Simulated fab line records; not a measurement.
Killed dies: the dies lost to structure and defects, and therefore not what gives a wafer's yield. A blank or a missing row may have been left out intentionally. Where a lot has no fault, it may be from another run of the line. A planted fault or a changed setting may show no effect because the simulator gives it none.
fab line records || flow ritCmos || part 2 of 2: steps 29 to 29 of 29
record {"lots": 5, "wafers": 23}
route steps=202 shown GATE@91 PLDD@122 SPACER@128 NSD@138 PSD@150 SDANNEAL@155 M1@184
startH: hours from the record's opening day to when the first of the lot's shown wafers began || waitH: hours elapsed since this lot's preceding step || " identical to the entry in the row above || L1.1+2: a single row standing in for several wafers || - value missing, or start not given || * or withheld: withheld || < > ~ a bound
route shown NAME@n: a module of which the file shows steps, and the number in the route of the first || usual: mean/standard deviation taken from wafers without a fault || same: alike in all rows || chamber/n: place in a boat || sites: the reading at each site || _std_site: their standard deviation || _edge_site: inner sites' mean taken away from outer sites' mean || radiusMm: how far each site lies from the wafer's centre || mask NAME#n: copy n || behind: tool/chamber where the wafer was last shaped || hold: what put the lot on hold/how long, in hours/how the hold closed || device: whichever transistor did not switch (one of n, p or np) || end of line: tests of these same wafers at the route's end || a step without rows: its recipe alone || killed: dies that structure and defects cost at the first sort, which is not the same as the wafer's yield || map: dies across one wafer; x = killed, . = not, _ = none there
set.NAME: the setting the step ran with; set.NAME@STEP: the setting that earlier step ran with || model.NAME: the simulator's own value behind a step, which no gauge read
lots run with intentionally changed settings; tables by step, rows by wafer
## steps
# step RIT_M1_PROBE_99
# usual {"killedAtContacts": "0.1/0.23", "killedAtFrontEnd": "7.2/2.8", "killedDies": "7.3/2.8", "killedOpen": "3.8/1.8", "killedShort": "3.4/2"}
# same {"grossDies": 264, "killed_at_M0_to_M3": 0, "killed_at_M4_up": 0, "killedAtBackSide": 0, "killedAtOther": 0}
{"lot.wafer": "L078.1", "tool": "prober-01", "chamber": "-", "startH": 79.26, "waitH": 0.1, "set.developTimeS@GATE_DEVELOP_15": 50, "killedAtContacts": 1, "killedAtFrontEnd": 8, "killedDies": 9, "killedOpen": 4, "killedShort": 5, "model.etest.nmos_0p15.driveUaUm": 440.8, "model.etest.nmos_0p15.rOnOhmUm": 1157, "model.etest.npolyLine.lineOhmUm": 159.4, "model.etest.pmos_0p15.rOnOhmUm": 2924, "model.etest.pmos_0p3.rOnOhmUm": 6514, "model.etest.pmosTurned.rOnOhmUm": 3640, "model.etest.ppolyLine.lineOhmUm": 150.8}
{"lot.wafer": "L078.2", "tool": "prober-01", "chamber": "-", "startH": 79.31, "waitH": 0.1, "set.developTimeS@GATE_DEVELOP_15": 50, "killedAtContacts": 0, "killedAtFrontEnd": 6, "killedDies": 6, "killedOpen": 2, "killedShort": 4, "model.etest.nmos_0p15.driveUaUm": 458.3, "model.etest.nmos_0p15.rOnOhmUm": 1176, "model.etest.npolyLine.lineOhmUm": 167.4, "model.etest.pmos_0p15.rOnOhmUm": 2869, "model.etest.pmos_0p3.rOnOhmUm": 6484, "model.etest.pmosTurned.rOnOhmUm": 3561, "model.etest.ppolyLine.lineOhmUm": 160.4}
{"lot.wafer": "L078.5", "tool": "prober-01", "chamber": "-", "startH": 79.46, "waitH": 0.2, "set.developTimeS@GATE_DEVELOP_15": 50, "killedAtContacts": 0, "killedAtFrontEnd": 15, "killedDies": 15, "killedOpen": 6, "killedShort": 9, "model.etest.nmos_0p15.driveUaUm": 453, "model.etest.nmos_0p15.rOnOhmUm": 1140, "model.etest.npolyLine.lineOhmUm": 160.7, "model.etest.pmos_0p15.rOnOhmUm": 2857, "model.etest.pmos_0p3.rOnOhmUm": 6502, "model.etest.pmosTurned.rOnOhmUm": 3555, "model.etest.ppolyLine.lineOhmUm": 156}
{"lot.wafer": "L079.1", "tool": "prober-02", "chamber": "-", "startH": 87.18, "waitH": 0.1, "set.developTimeS@GATE_DEVELOP_15": 45.89, "killedAtContacts": 0, "killedAtFrontEnd": 15, "killedDies": 15, "killedOpen": 6, "killedShort": 5, "model.etest.nmos_0p15.driveUaUm": 472.1, "model.etest.nmos_0p15.rOnOhmUm": 1141, "model.etest.npolyLine.lineOhmUm": 141.8, "model.etest.pmos_0p15.rOnOhmUm": 2915, "model.etest.pmos_0p3.rOnOhmUm": 6090, "model.etest.pmosTurned.rOnOhmUm": 3367, "model.etest.ppolyLine.lineOhmUm": 137.8}
{"lot.wafer": "L079.2", "tool": "prober-02", "chamber": "-", "startH": 87.23, "waitH": 0.1, "set.developTimeS@GATE_DEVELOP_15": 45.89, "killedAtContacts": 0, "killedAtFrontEnd": 12, "killedDies": 12, "killedOpen": 6, "killedShort": 3, "model.etest.nmos_0p15.driveUaUm": 470, "model.etest.nmos_0p15.rOnOhmUm": 1156, "model.etest.npolyLine.lineOhmUm": 142.5, "model.etest.pmos_0p15.rOnOhmUm": 2941, "model.etest.pmos_0p3.rOnOhmUm": 6101, "model.etest.pmosTurned.rOnOhmUm": 3430, "model.etest.ppolyLine.lineOhmUm": 137.7}
{"lot.wafer": "L079.3", "tool": "prober-02", "chamber": "-", "startH": 87.28, "waitH": 0.2, "set.developTimeS@GATE_DEVELOP_15": 45.89, "killedAtContacts": 0, "killedAtFrontEnd": 11, "killedDies": 11, "killedOpen": 4, "killedShort": 3, "model.etest.nmos_0p15.driveUaUm": 473.4, "model.etest.nmos_0p15.rOnOhmUm": 1182, "model.etest.npolyLine.lineOhmUm": 142.6, "model.etest.pmos_0p15.rOnOhmUm": 2950, "model.etest.pmos_0p3.rOnOhmUm": 6114, "model.etest.pmosTurned.rOnOhmUm": 3420, "model.etest.ppolyLine.lineOhmUm": 139.4}
{"lot.wafer": "L079.4", "tool": "prober-02", "chamber": "-", "startH": 87.33, "waitH": 0.2, "set.developTimeS@GATE_DEVELOP_15": 50, "killedAtContacts": 0, "killedAtFrontEnd": 10, "killedDies": 10, "killedOpen": 7, "killedShort": 3, "model.etest.nmos_0p15.driveUaUm": 529.8, "model.etest.nmos_0p15.rOnOhmUm": 1079, "model.etest.npolyLine.lineOhmUm": 166.9, "model.etest.pmos_0p15.rOnOhmUm": 2575, "model.etest.pmos_0p3.rOnOhmUm": 5729, "model.etest.pmosTurned.rOnOhmUm": 3046, "model.etest.ppolyLine.lineOhmUm": 163.5}
{"lot.wafer": "L079.5", "tool": "prober-02", "chamber": "-", "startH": 87.38, "waitH": 0.2, "set.developTimeS@GATE_DEVELOP_15": 50, "killedAtContacts": 0, "killedAtFrontEnd": 3, "killedDies": 3, "killedOpen": 0, "killedShort": 3, "model.etest.nmos_0p15.driveUaUm": 526.5, "model.etest.nmos_0p15.rOnOhmUm": 1045, "model.etest.npolyLine.lineOhmUm": 164.6, "model.etest.pmos_0p15.rOnOhmUm": 2561, "model.etest.pmos_0p3.rOnOhmUm": 5692, "model.etest.pmosTurned.rOnOhmUm": 3038, "model.etest.ppolyLine.lineOhmUm": 160.4}
{"lot.wafer": "L081.1", "tool": "prober-02", "chamber": "-", "startH": 96.08, "waitH": 0.1, "set.developTimeS@GATE_DEVELOP_15": 50, "killedAtContacts": 0, "killedAtFrontEnd": 5, "killedDies": 5, "killedOpen": 3, "killedShort": 2, "model.etest.nmos_0p15.driveUaUm": 476.4, "model.etest.nmos_0p15.rOnOhmUm": 1114, "model.etest.npolyLine.lineOhmUm": 170.2, "model.etest.pmos_0p15.rOnOhmUm": 2662, "model.etest.pmos_0p3.rOnOhmUm": 6178, "model.etest.pmosTurned.rOnOhmUm": 3193, "model.etest.ppolyLine.lineOhmUm": 163.1}
{"lot.wafer": "L081.2", "tool": "prober-02", "chamber": "-", "startH": 96.13, "waitH": 0.1, "set.developTimeS@GATE_DEVELOP_15": 50, "killedAtContacts": 0, "killedAtFrontEnd": 5, "killedDies": 5, "killedOpen": 2, "killedShort": 3, "model.etest.nmos_0p15.driveUaUm": 480.6, "model.etest.nmos_0p15.rOnOhmUm": 1094, "model.etest.npolyLine.lineOhmUm": 162.1, "model.etest.pmos_0p15.rOnOhmUm": 2593, "model.etest.pmos_0p3.rOnOhmUm": 6176, "model.etest.pmosTurned.rOnOhmUm": 3103, "model.etest.ppolyLine.lineOhmUm": 156}
{"lot.wafer": "L081.3", "tool": "prober-02", "chamber": "-", "startH": 96.18, "waitH": 0.2, "set.developTimeS@GATE_DEVELOP_15": 50, "killedAtContacts": 0, "killedAtFrontEnd": 4, "killedDies": 4, "killedOpen": 2, "killedShort": 2, "model.etest.nmos_0p15.driveUaUm": 499.1, "model.etest.nmos_0p15.rOnOhmUm": 1066, "model.etest.npolyLine.lineOhmUm": 170.9, "model.etest.pmos_0p15.rOnOhmUm": 2564, "model.etest.pmos_0p3.rOnOhmUm": 6153, "model.etest.pmosTurned.rOnOhmUm": 3092, "model.etest.ppolyLine.lineOhmUm": 166.1}
{"lot.wafer": "L081.5", "tool": "prober-02", "chamber": "-", "startH": 96.28, "waitH": 0.2, "set.developTimeS@GATE_DEVELOP_15": 50, "killedAtContacts": 0, "killedAtFrontEnd": 6, "killedDies": 6, "killedOpen": 3, "killedShort": 3, "model.etest.nmos_0p15.driveUaUm": 494.5, "model.etest.nmos_0p15.rOnOhmUm": 1047, "model.etest.npolyLine.lineOhmUm": 172.6, "model.etest.pmos_0p15.rOnOhmUm": 2524, "model.etest.pmos_0p3.rOnOhmUm": 6164, "model.etest.pmosTurned.rOnOhmUm": 3020, "model.etest.ppolyLine.lineOhmUm": 168}
{"lot.wafer": "L081.6", "tool": "prober-02", "chamber": "-", "startH": 96.33, "waitH": 0.2, "set.developTimeS@GATE_DEVELOP_15": 50, "killedAtContacts": 1, "killedAtFrontEnd": 6, "killedDies": 7, "killedOpen": 3, "killedShort": 4, "model.etest.nmos_0p15.driveUaUm": 499.4, "model.etest.nmos_0p15.rOnOhmUm": 1080, "model.etest.npolyLine.lineOhmUm": 169.7, "model.etest.pmos_0p15.rOnOhmUm": 2503, "model.etest.pmos_0p3.rOnOhmUm": 6079, "model.etest.pmosTurned.rOnOhmUm": 3028, "model.etest.ppolyLine.lineOhmUm": 161.6}
{"lot.wafer": "L082.1", "tool": "prober-02", "chamber": "-", "startH": 97.58, "waitH": 0.1, "set.developTimeS@GATE_DEVELOP_15": 50, "killedAtContacts": 0, "killedAtFrontEnd": 13, "killedDies": 13, "killedOpen": 8, "killedShort": 5, "model.etest.nmos_0p15.driveUaUm": 427.6, "model.etest.nmos_0p15.rOnOhmUm": 1186, "model.etest.npolyLine.lineOhmUm": 161.4, "model.etest.pmos_0p15.rOnOhmUm": 3046, "model.etest.pmos_0p3.rOnOhmUm": 6882, "model.etest.pmosTurned.rOnOhmUm": 3841, "model.etest.ppolyLine.lineOhmUm": 152.8}
{"lot.wafer": "L082.3", "tool": "prober-02", "chamber": "-", "startH": 97.68, "waitH": 0.2, "set.developTimeS@GATE_DEVELOP_15": 46.61, "killedAtContacts": 0, "killedAtFrontEnd": 8, "killedDies": 8, "killedOpen": 4, "killedShort": 2, "model.etest.nmos_0p15.driveUaUm": 390.4, "model.etest.nmos_0p15.rOnOhmUm": 1262, "model.etest.npolyLine.lineOhmUm": 140.7, "model.etest.pmos_0p15.rOnOhmUm": 3410, "model.etest.pmos_0p3.rOnOhmUm": 7124, "model.etest.pmosTurned.rOnOhmUm": 4163, "model.etest.ppolyLine.lineOhmUm": 136.9}
{"lot.wafer": "L082.4", "tool": "prober-02", "chamber": "-", "startH": 97.73, "waitH": 0.2, "set.developTimeS@GATE_DEVELOP_15": 50, "killedAtContacts": 0, "killedAtFrontEnd": 5, "killedDies": 5, "killedOpen": 4, "killedShort": 1, "model.etest.nmos_0p15.driveUaUm": 432.1, "model.etest.nmos_0p15.rOnOhmUm": 1166, "model.etest.npolyLine.lineOhmUm": 158, "model.etest.pmos_0p15.rOnOhmUm": 3007, "model.etest.pmos_0p3.rOnOhmUm": 6764, "model.etest.pmosTurned.rOnOhmUm": 3751, "model.etest.ppolyLine.lineOhmUm": 154.2}
{"lot.wafer": "L082.5", "tool": "prober-02", "chamber": "-", "startH": 97.78, "waitH": 0.2, "set.developTimeS@GATE_DEVELOP_15": 46.61, "killedAtContacts": 0, "killedAtFrontEnd": 15, "killedDies": 15, "killedOpen": 7, "killedShort": 8, "model.etest.nmos_0p15.driveUaUm": 383.8, "model.etest.nmos_0p15.rOnOhmUm": 1265, "model.etest.npolyLine.lineOhmUm": 145.9, "model.etest.pmos_0p15.rOnOhmUm": 3425, "model.etest.pmos_0p3.rOnOhmUm": 7437, "model.etest.pmosTurned.rOnOhmUm": 4241, "model.etest.ppolyLine.lineOhmUm": 139.9}
{"lot.wafer": "L082.6", "tool": "prober-02", "chamber": "-", "startH": 97.83, "waitH": 0.2, "set.developTimeS@GATE_DEVELOP_15": 46.61, "killedAtContacts": 0, "killedAtFrontEnd": 8, "killedDies": 8, "killedOpen": 2, "killedShort": 5, "model.etest.nmos_0p15.driveUaUm": 386.7, "model.etest.nmos_0p15.rOnOhmUm": 1272, "model.etest.npolyLine.lineOhmUm": 141.9, "model.etest.pmos_0p15.rOnOhmUm": 3303, "model.etest.pmos_0p3.rOnOhmUm": 7080, "model.etest.pmosTurned.rOnOhmUm": 4051, "model.etest.ppolyLine.lineOhmUm": 138.1}
{"lot.wafer": "L085.1", "tool": "prober-01", "chamber": "-", "startH": 118.28, "waitH": 0.1, "set.developTimeS@GATE_DEVELOP_15": 50, "killedAtContacts": 0, "killedAtFrontEnd": 5, "killedDies": 5, "killedOpen": 4, "killedShort": 1, "model.etest.nmos_0p15.driveUaUm": "-", "model.etest.nmos_0p15.rOnOhmUm": "-", "model.etest.npolyLine.lineOhmUm": "-", "model.etest.pmos_0p15.rOnOhmUm": "-", "model.etest.pmos_0p3.rOnOhmUm": "-", "model.etest.pmosTurned.rOnOhmUm": "-", "model.etest.ppolyLine.lineOhmUm": "-"}
{"lot.wafer": "L085.2", "tool": "prober-01", "chamber": "-", "startH": 118.33, "waitH": 0.1, "set.developTimeS@GATE_DEVELOP_15": 52.53, "killedAtContacts": 0, "killedAtFrontEnd": 10, "killedDies": 10, "killedOpen": 4, "killedShort": 6, "model.etest.nmos_0p15.driveUaUm": "-", "model.etest.nmos_0p15.rOnOhmUm": "-", "model.etest.npolyLine.lineOhmUm": "-", "model.etest.pmos_0p15.rOnOhmUm": "-", "model.etest.pmos_0p3.rOnOhmUm": "-", "model.etest.pmosTurned.rOnOhmUm": "-", "model.etest.ppolyLine.lineOhmUm": "-"}
{"lot.wafer": "L085.3", "tool": "prober-01", "chamber": "-", "startH": 118.38, "waitH": 0.2, "set.developTimeS@GATE_DEVELOP_15": 50, "killedAtContacts": 0, "killedAtFrontEnd": 8, "killedDies": 8, "killedOpen": 5, "killedShort": 3, "model.etest.nmos_0p15.driveUaUm": "-", "model.etest.nmos_0p15.rOnOhmUm": "-", "model.etest.npolyLine.lineOhmUm": "-", "model.etest.pmos_0p15.rOnOhmUm": "-", "model.etest.pmos_0p3.rOnOhmUm": "-", "model.etest.pmosTurned.rOnOhmUm": "-", "model.etest.ppolyLine.lineOhmUm": "-"}
{"lot.wafer": "L085.4", "tool": "prober-01", "chamber": "-", "startH": 118.43, "waitH": 0.2, "set.developTimeS@GATE_DEVELOP_15": 52.53, "killedAtContacts": 0, "killedAtFrontEnd": 2, "killedDies": 2, "killedOpen": 0, "killedShort": 2, "model.etest.nmos_0p15.driveUaUm": "-", "model.etest.nmos_0p15.rOnOhmUm": "-", "model.etest.npolyLine.lineOhmUm": "-", "model.etest.pmos_0p15.rOnOhmUm": "-", "model.etest.pmos_0p3.rOnOhmUm": "-", "model.etest.pmosTurned.rOnOhmUm": "-", "model.etest.ppolyLine.lineOhmUm": "-"}
{"lot.wafer": "L085.6", "tool": "prober-01", "chamber": "-", "startH": 118.53, "waitH": 0.2, "set.developTimeS@GATE_DEVELOP_15": 50, "killedAtContacts": 0, "killedAtFrontEnd": 5, "killedDies": 5, "killedOpen": 2, "killedShort": 3, "model.etest.nmos_0p15.driveUaUm": "-", "model.etest.nmos_0p15.rOnOhmUm": "-", "model.etest.npolyLine.lineOhmUm": "-", "model.etest.pmos_0p15.rOnOhmUm": "-", "model.etest.pmos_0p3.rOnOhmUm": "-", "model.etest.pmosTurned.rOnOhmUm": "-", "model.etest.ppolyLine.lineOhmUm": "-"}
# killed by level:class
L078.1 FOX1:geometricParticle:short=2 GATE:geometricParticle:open=2 FOX1:geometricParticle:open=1 FOX2:geometricParticle:short=1 REOX:geometricParticle:open=1 SILICIDE:geometricParticle:short=1 CONTACT:geometricParticle:short=1
L078.2 GATE:geometricParticle:short=2 GATE:geometricParticle:open=2 REOX:geometricParticle:short=1 SILICIDE:geometricParticle:short=1
L078.5 SILICIDE:geometricParticle:short=3 FOX1:geometricParticle:open=2 GATE:geometricParticle:short=2 REOX:geometricParticle:short=2 SILICIDE:geometricParticle:open=2 FOX1:geometricParticle:short=1 FOX2:geometricParticle:short=1 GATE:geometricParticle:open=1
L079.1 GATE:areaDevelop=4 GATE:geometricParticle:short=2 SPACER:geometricParticle:short=2 SPACER:geometricParticle:open=2 SILICIDE:geometricParticle:open=2 GATE:geometricParticle:open=1 REOX:geometricParticle:short=1 REOX:geometricParticle:open=1
L079.2 GATE:geometricParticle:open=3 GATE:areaDevelop=3 FOX1:geometricParticle:open=1 GATE:geometricParticle:short=1 REOX:geometricParticle:open=1 SPACER:geometricParticle:short=1 SPACER:geometricParticle:open=1 SILICIDE:geometricParticle:short=1
L079.3 GATE:areaDevelop=4 FOX1:geometricParticle:open=1 FOX2:geometricParticle:short=1 FOX2:geometricParticle:open=1 GATE:geometricParticle:open=1 GATE:geometricParticle:short=1 REOX:geometricParticle:open=1 SPACER:geometricParticle:short=1
L079.4 REOX:geometricParticle:open=3 FOX1:geometricParticle:open=2 FOX1:geometricParticle:short=1 GATE:geometricParticle:short=1 REOX:geometricParticle:short=1 SPACER:geometricParticle:open=1 SILICIDE:geometricParticle:open=1
L079.5 GATE:geometricParticle:short=2 SILICIDE:geometricParticle:short=1
L081.1 GATE:geometricParticle:open=3 GATE:geometricParticle:short=1 SILICIDE:geometricParticle:short=1
L081.2 REOX:geometricParticle:short=3 GATE:geometricParticle:open=2
L081.3 REOX:geometricParticle:short=2 REOX:geometricParticle:open=1 SILICIDE:geometricParticle:open=1
L081.5 GATE:geometricParticle:open=2 GATE:geometricParticle:short=1 REOX:geometricParticle:open=1 REOX:geometricParticle:short=1 SPACER:geometricParticle:short=1
L081.6 GATE:geometricParticle:open=2 FOX1:geometricParticle:short=1 REOX:geometricParticle:short=1 GATE:geometricParticle:short=1 SPACER:geometricParticle:short=1 CONTACT:geometricParticle:open=1
L082.1 GATE:geometricParticle:short=4 GATE:geometricParticle:open=3 SPACER:geometricParticle:open=2 FOX1:geometricParticle:open=1 FOX2:geometricParticle:open=1 SILICIDE:geometricParticle:short=1 REOX:geometricParticle:open=1
L082.3 GATE:geometricParticle:open=3 GATE:areaDevelop=2 FOX2:geometricParticle:short=1 GATE:geometricParticle:short=1 REOX:geometricParticle:open=1
L082.4 GATE:geometricParticle:open=4 GATE:geometricParticle:short=1
L082.5 GATE:geometricParticle:short=5 GATE:geometricParticle:open=4 FOX1:geometricParticle:open=2 FOX1:geometricParticle:short=2 FOX2:geometricParticle:open=1 REOX:geometricParticle:short=1
L082.6 REOX:geometricParticle:short=2 SPACER:geometricParticle:short=2 GATE:geometricParticle:open=1 GATE:geometricParticle:short=1 REOX:geometricParticle:open=1 GATE:areaDevelop=1
L085.1 FOX1:geometricParticle:open=1 GATE:geometricParticle:short=1 GATE:geometricParticle:open=1 REOX:geometricParticle:open=1 SPACER:geometricParticle:open=1
L085.2 FOX1:geometricParticle:short=2 FOX2:geometricParticle:short=2 GATE:geometricParticle:open=2 GATE:geometricParticle:short=2 SPACER:geometricParticle:open=2
L085.3 GATE:geometricParticle:open=3 GATE:geometricParticle:short=3 FOX2:geometricParticle:open=1 SPACER:geometricParticle:open=1
L085.4 FOX1:geometricParticle:short=1 FOX2:geometricParticle:short=1
L085.6 GATE:geometricParticle:short=1 GATE:geometricParticle:open=1 REOX:geometricParticle:open=1 REOX:geometricParticle:short=1 SPACER:geometricParticle:short=1
## key
split {"step": "RIT_GATE_DEVELOP_15", "setting": "developTimeS", "stated": 50, "by": "wafer"}
response {"step": "RIT_GATE_CD_MEAS_16", "reading": "cdNm", "change": -1.85, "per": "1%", "r": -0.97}
response {"step": "RIT_GATE_ETCH_19", "reading": "model.GATE.cdNm", "change": -1.86, "per": "1%", "r": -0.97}
response {"step": "RIT_GATE_CD_MEAS_90", "reading": "cdNm", "change": -1.89, "per": "1%", "r": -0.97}
response {"step": "RIT_M1_PROBE_99", "reading": "model.etest.pmos_0p15.rOnOhmUm", "change": -47.7, "per": "1%", "r": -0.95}
response {"step": "RIT_M1_PROBE_99", "reading": "model.etest.pmos_0p3.rOnOhmUm", "change": -51.6, "per": "1%", "r": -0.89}
response {"step": "RIT_M1_PROBE_99", "reading": "model.etest.pmosTurned.rOnOhmUm", "change": -47.6, "per": "1%", "r": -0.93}
response {"step": "RIT_M1_PROBE_99", "reading": "model.etest.nmos_0p15.rOnOhmUm", "change": -12.5, "per": "1%", "r": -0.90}
response {"step": "RIT_M1_PROBE_99", "reading": "model.etest.npolyLine.lineOhmUm", "change": "+2.7", "per": "1%", "r": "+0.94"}
split {"step": "RIT_PLDD_IMPLANT_08", "setting": "energyKev", "stated": 20, "by": "wafer"}
response {"step": "RIT_PLDD_IMPLANT_08", "reading": "model.implant.rpNm", "change": "+0.139", "per": "1%", "r": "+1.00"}
response {"step": "RIT_PLDD_IMPLANT_08", "reading": "model.implant.drpNm", "change": "+0.0683", "per": "1%", "r": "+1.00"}
response {"step": "RIT_SDANNEAL_RS_MEAS_06", "reading": "PLDD_RS", "change": -0.638, "per": "1%", "r": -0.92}
split {"step": "RIT_SPACER_CVD_03", "setting": "sih2cl2FlowSccm", "stated": 60, "by": "lot"}
response {"step": "RIT_SPACER_CVD_03", "reading": "model.Si3N4_of_SPACER_CVD_03.thkNm", "change": "+0.703", "per": "1%", "r": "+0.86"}
split {"step": "RIT_NSD_HARDBAKE_07", "setting": "tempC", "stated": 140, "by": "wafer"}
response {"step": "RIT_NSD_HARDBAKE_07", "reading": "model.NOVOLAK_of_NSD_COAT_01.thkNm", "change": -2.52, "per": "1%", "r": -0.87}
split {"step": "RIT_NSD_IMPLANT_08", "setting": "energyKev", "stated": 25, "by": "wafer"}
response {"step": "RIT_NSD_IMPLANT_08", "reading": "model.implant.rpNm", "change": "+0.221", "per": "1%", "r": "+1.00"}
response {"step": "RIT_NSD_IMPLANT_08", "reading": "model.implant.drpNm", "change": "+0.0894", "per": "1%", "r": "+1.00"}
response {"step": "RIT_NSD_TW_MEAS_10", "reading": "NSD_TW", "change": "+9.34", "per": "1%", "r": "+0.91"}
split {"step": "RIT_PSD_IMPLANT_08", "setting": "energyKev", "stated": 27, "by": "wafer"}
response {"step": "RIT_PSD_IMPLANT_08", "reading": "model.implant.rpNm", "change": "+0.173", "per": "1%", "r": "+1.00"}
response {"step": "RIT_PSD_IMPLANT_08", "reading": "model.implant.drpNm", "change": "+0.0848", "per": "1%", "r": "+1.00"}
response {"step": "RIT_SDANNEAL_RS_MEAS_04", "reading": "PSD_RS", "change": -0.619, "per": "1%", "r": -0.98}
split {"step": "RIT_M1_SPUTTER_00", "setting": "timeS", "stated": 500, "by": "wafer"}
response {"step": "RIT_M1_SPUTTER_00", "reading": "model.Al_of_M1_SPUTTER_00.thkNm", "change": "+3.69", "per": "1%", "r": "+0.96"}
response {"step": "RIT_M1_RS_MEAS_01", "reading": "M1_AL_RS", "change": -0.000632, "per": "1%", "r": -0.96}
response {"step": "RIT_M1_THK_MEAS_02", "reading": "M1_AL_THK", "change": "+3.67", "per": "1%", "r": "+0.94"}
split {"step": "RIT_M1_DEVELOP_08", "setting": "developTimeS", "stated": 68, "by": "wafer"}
response {"step": "RIT_M1_CD_MEAS_09", "reading": "cdNm", "change": -0.87, "per": "1%", "r": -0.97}
response {"step": "RIT_M1_METAL_ETCH_12", "reading": "model.M1.cdNm", "change": -0.777, "per": "1%", "r": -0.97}
response {"step": "RIT_M1_CD_MEAS_90", "reading": "cdNm", "change": -0.784, "per": "1%", "r": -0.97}
split outsideThisFile step=RIT_GATE_CVD_08 setting=sih4FlowSccm
# split outsideThisFile: this setting was split too, and the file shows its column; the key of that split is in another file
